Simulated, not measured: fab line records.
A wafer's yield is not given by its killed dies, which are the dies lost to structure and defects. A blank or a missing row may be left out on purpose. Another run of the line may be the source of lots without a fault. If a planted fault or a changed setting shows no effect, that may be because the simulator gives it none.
8D (eight disciplines) problem report, filled in by code -- flow rit_cmos -- the parts of the form that need people (team, actions taken, sign-off) are left out

## 1. WHAT IS WRONG
CONTACT_OVL at RIT_CONTACT_OVL_MEAS_09 reads a mean of 129.3 nm on 9 wafers of 3 lots; wafers without a fault read 0.5 nm with a standard deviation of 1.4. Measured from the usual mean, that is +92 standard deviations.
Earliest sighting: wafer L715.4 on overlay-02 at day 7 02:23. Wafers with a number at this step in the record: 45, from 15 lots. Rule for "out", or "out of limits": more than 4 standard deviations from the usual mean. The other wafers with a number count as sound.

## 2. WHAT THIS IS AND IS NOT
question,is,is not
which readings at this step,CONTACT_OVL,-
which lots,"L715, L716, L717","L696, L697, L700, L701, L702, L703, L704, L705, L706, L707, L708, L719"
which wafers of those lots,all that have a number,-
read on which gauges,overlay-02,overlay-01
when,from day 7 02:23,up to then (33 sound wafers); but 3 sound wafers of L719 came after

## 3. WHAT RULES OUT EACH SUSPECT
Counting: any tool at a process step up to the reading is kept as a suspect provided that every lot that is out went through it and no sound lot did after the first of them.
- the gauge at RIT_CONTACT_OVL_MEAS_09: kept. All the wafers that are out were read on overlay-02, and no step on other tools shows them out.
- iline_stepper-02 at RIT_CONTACT_EXPOSE_05 (exposes mask M11, target cd 1000 nm): kept. It ran every lot that is out, first L715 (day 7 01:47), and no sound lot after that; its last sound lot up to then is L703 (day 4 13:37).
Remaining after the count are iline_stepper-02 at RIT_CONTACT_EXPOSE_05 and overlay-02 at RIT_CONTACT_OVL_MEAS_09.

## 4. THE CAUSE (what the simulator had put in)
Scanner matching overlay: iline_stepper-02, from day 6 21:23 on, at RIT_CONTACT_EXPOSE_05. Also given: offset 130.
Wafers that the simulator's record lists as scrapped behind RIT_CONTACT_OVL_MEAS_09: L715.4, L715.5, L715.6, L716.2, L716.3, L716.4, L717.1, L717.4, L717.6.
Counting leaves 2 suspects; this tool is one of them.

## 5. SEQUENCE OF EFFECTS, ordered by route
One row per reading whose mean, taken over the struck wafers that have a number, lies over 3 standard deviations from the usual. Only readings for which the record gives a usual standard deviation are gone through. hours: the time from each lot's start at the first step in this table that gives one to its start at this step, as a median over the lots. sigmas: the change in usual standard deviations.
hours,step,reading,usual,on struck wafers,change,sigmas
0,RIT_CONTACT_OVL_MEAS_09,CONTACT_OVL,0.5 nm,129.3,+128.8,+92

## 6. WHAT WOULD HAVE CAUGHT IT SOONER
The first out-of-limits reading at a measuring or inspecting step in this record came at day 7 02:23, 5 hours after the fault's start at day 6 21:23.
Among the 3 lots that are out, L716, L717 began RIT_CONTACT_EXPOSE_05 on iline_stepper-02 after day 7 02:23. A hold on the tool at that time would have spared those 2.
